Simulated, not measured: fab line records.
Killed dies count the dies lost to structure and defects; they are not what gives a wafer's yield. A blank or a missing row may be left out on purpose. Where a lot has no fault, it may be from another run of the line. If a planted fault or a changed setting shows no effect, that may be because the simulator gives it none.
Problem report in the 8D (eight disciplines) form, filled by code :: flow berkeley cmos170 :: the parts of the form that need people (team, actions taken, sign-off) are left out

== 1. THE ISSUE ==
FIELD_OXIDE_THK at UCB170_FIELD_THK_MEAS_02 reads a mean of 330 nm on 6 wafers of 2 lots; wafers without a fault read 558 nm with a standard deviation of 10. Relative to the usual mean, that is a shift of -23 standard deviations.
Earliest sighting: wafer L228.2 on film metro-04 at day 7 20:08. The record holds 42 wafers of 14 lots with a number at this step. Rule for "out" (also "out of limits"): further than 4 standard deviations from the usual mean. The other wafers with a number count as sound.

== 2. WHAT IT IS AND WHAT IT IS NOT ==
question: which readings at this step
is: FIELD_OXIDE_THK
is not: -

question: which lots
is: L227, L228
is not: L216, L218, L219, L221, L222, L223, L225, L226, L231, L233, L238, L239

question: which wafers of those lots
is: all that have a number
is not: -

question: read on which gauges
is: film metro-01, film metro-04
is not: film metro-03

question: when
is: from day 7 20:08
is not: up to then (24 sound wafers); but 12 sound wafers of L231, L233, L238, L239 came after

== 3. THE SUSPECTS, EACH WITH WHAT RULES IT OUT ==
Counting: a tool at any process step up to the reading remains a suspect when it ran all the lots that are out and ran no sound lot after the first of those.
- the gauge at UCB170_FIELD_THK_MEAS_02: ruled out. Those wafers that are out were read across 2 gauges (film metro-01, film metro-04).
- furnace-01 at UCB170_FIELD_OXIDATION_01 (target thk 558.3 nm, ox time 7200 s): kept. Every lot that is out went through it, starting with L227 (day 7 17:08), and after that it ran no sound lot; the last sound lot it ran before then is L222 (day 6 18:28).
Remaining after the count: furnace-01 at UCB170_FIELD_OXIDATION_01.

== 4. THE CAUSE (what the simulator had put in) ==
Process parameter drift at UCB170_FIELD_OXIDATION_01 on furnace-01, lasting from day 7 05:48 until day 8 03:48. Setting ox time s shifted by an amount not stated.
The count eliminated every tool but this one.

== 5. THE EFFECT CHAIN, in route order ==
Each row: a reading where the mean over the struck wafers with a number is more than 3 standard deviations away from the usual. Only readings whose record carries a usual standard deviation are examined. hours: median over the lots of the time between each lot's start at the first step of this table that gives one and its start at this step. sigmas: the change, counted in usual standard deviations.
hours: 0
step: UCB170_FIELD_THK_MEAS_02
reading: FIELD_OXIDE_THK
usual: 558 nm
on struck wafers: 330
change: -228
sigmas: -23

hours: 6
step: UCB170_FIELD_THK_MEAS_90
reading: FIELD_OXIDE_LEFT_1_THK
usual: 442 nm
on struck wafers: 214
change: -228
sigmas: -23

hours: 27
step: UCB170_FIELD_THK_MEAS_91
reading: FIELD_OXIDE_LEFT_2_THK
usual: 354 nm
on struck wafers: 126
change: -228
sigmas: -21
Later measuring or inspecting steps at which every struck wafer that the step has a row for has a number for every such reading, and none has moved that far: UCB170_V2_THK_MEAS_01, UCB170_M3_CD_MEAS_90.

== 6. WHAT WOULD HAVE CAUGHT IT SOONER ==
The first out-of-limits reading at a measuring or inspecting step in this record came at day 7 20:08, 14 hours after the fault's start at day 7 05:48.
Each of the lots that are out, 2 in all, had begun UCB170_FIELD_OXIDATION_01 on furnace-01 no later than day 7 20:08. Tool hold at that time: it would have spared none of them.
